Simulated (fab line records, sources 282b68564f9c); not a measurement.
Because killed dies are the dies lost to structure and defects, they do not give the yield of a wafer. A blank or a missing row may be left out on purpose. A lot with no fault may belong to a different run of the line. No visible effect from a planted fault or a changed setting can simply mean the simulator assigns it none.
2 desks looking at one fault -- flow ritCmos -- only its own numbers are on each desk; what lay behind them is given at the end

## FROM THE METROLOGY DESK
What the gauges read, lot by lot, whatever tool the lot ran on: means of the sampled wafers that have a number. If a lot's mean is further than 4 standard deviations from the usual mean, the lot is out of limits and carries the mark OUT (the distance appears in the brackets).
Columns: A = SPACER_NITRIDE_THK at RIT_SPACER_THK_MEAS_04, usual 250.5 nm
lot,first seen here,A
L349,day 3 02:01,251.8
L350,day 3 07:53,250.6
L351,day 3 10:07,250.9
L352,day 3 17:17,255.8
L353,day 3 21:37,252.3
L354,day 4 01:00,250.1
L355,day 4 04:27,249.3
L356,day 4 12:44,246.3
L357,day 4 14:46,249.6
L358,day 4 21:21,420.6 (+81) OUT
L359,day 5 04:50,249.0
L360,day 5 06:09,418.1 (+80) OUT
L361,day 5 10:23,420.0 (+81) OUT
L370,day 7 09:04,251.7
L372,day 7 22:02,249.0
Finding of this desk: L358, L360, L361 out of limits, first seen on L358 at day 4 21:21 (SPACER_NITRIDE_THK at RIT_SPACER_THK_MEAS_04). Within limits: L349, L350, L351, L352, L353, L354, L355, L356, L357, L359, L370, L372.

## THE TOOL OWNER'S DESK: lpcvd-01
The tool's own readings at RIT_SPACER_CVD_03 (deposits Si3N4 from SiH2Cl2/NH3, target thk 250 nm, time 3300 s): means of the sampled wafers that have a number, for each lot that ran on this tool. If a lot's mean is further than 4 standard deviations from the usual mean, the lot is out of limits and carries the mark OUT (the distance appears in the brackets).
Columns: A = pressureMtorr at RIT_SPACER_CVD_03, usual 300.1 mTorr; B = spikeTcCentreC at RIT_SPACER_CVD_03, usual 811.4 C; C = spikeTcLoadC at RIT_SPACER_CVD_03, usual 835.0 C; D = spikeTcSourceC at RIT_SPACER_CVD_03, usual 832.8 C; E = susceptorTempC at RIT_SPACER_CVD_03, usual 809.9 C; F = zonePowerSourcePct at RIT_SPACER_CVD_03, usual 20.8 %
lot,first seen here,A,B,C,D,E,F
L351,day 3 08:11,300.8,811.0,833.5,832.3,809.6,22.8
L353,day 3 19:42,300.9,811.2,834.0,832.0,809.9,22.7
L355,day 4 02:32,300.5,810.9,835.5,833.5,810.2,18.1
L357,day 4 12:49,300.0,810.8,833.5,832.1,809.6,22.8
L358,day 4 19:24,299.4,856.1 (+34) OUT,880.9 (+33) OUT,877.9 (+38) OUT,854.8 (+99 or more) OUT,20.4
L360,day 5 04:14,299.1,856.3 (+35) OUT,879.7 (+32) OUT,877.9 (+38) OUT,854.7 (+99 or more) OUT,20.3
L361,day 5 08:28,299.8,856.1 (+34) OUT,879.7 (+32) OUT,877.6 (+37) OUT,854.5 (+99 or more) OUT,25.6
This desk's verdict: out of limits on L358, L360, L361, starting with L358 at day 4 19:24 (spikeTcCentreC at RIT_SPACER_CVD_03). Within limits: L351, L353, L355, L357.

## TAKEN TOGETHER
The tool owner's desk could have raised an alarm at day 4 19:24, on L358, L360, L361.
The metrology desk could have raised an alarm at day 4 21:21, on L358, L360, L361.
Every lot named ran RIT_SPACER_CVD_03 on lpcvd-01.

## WHAT HAD BEEN PUT IN BY THE SIMULATOR
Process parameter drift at RIT_SPACER_CVD_03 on lpcvd-01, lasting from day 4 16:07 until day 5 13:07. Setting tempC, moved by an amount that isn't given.
Shown lots that were struck: L358, L360, L361.
Counting hours from when the fault started, the first reading out of limits came at 3 for the tool owner's desk and at 5 for the metrology desk.
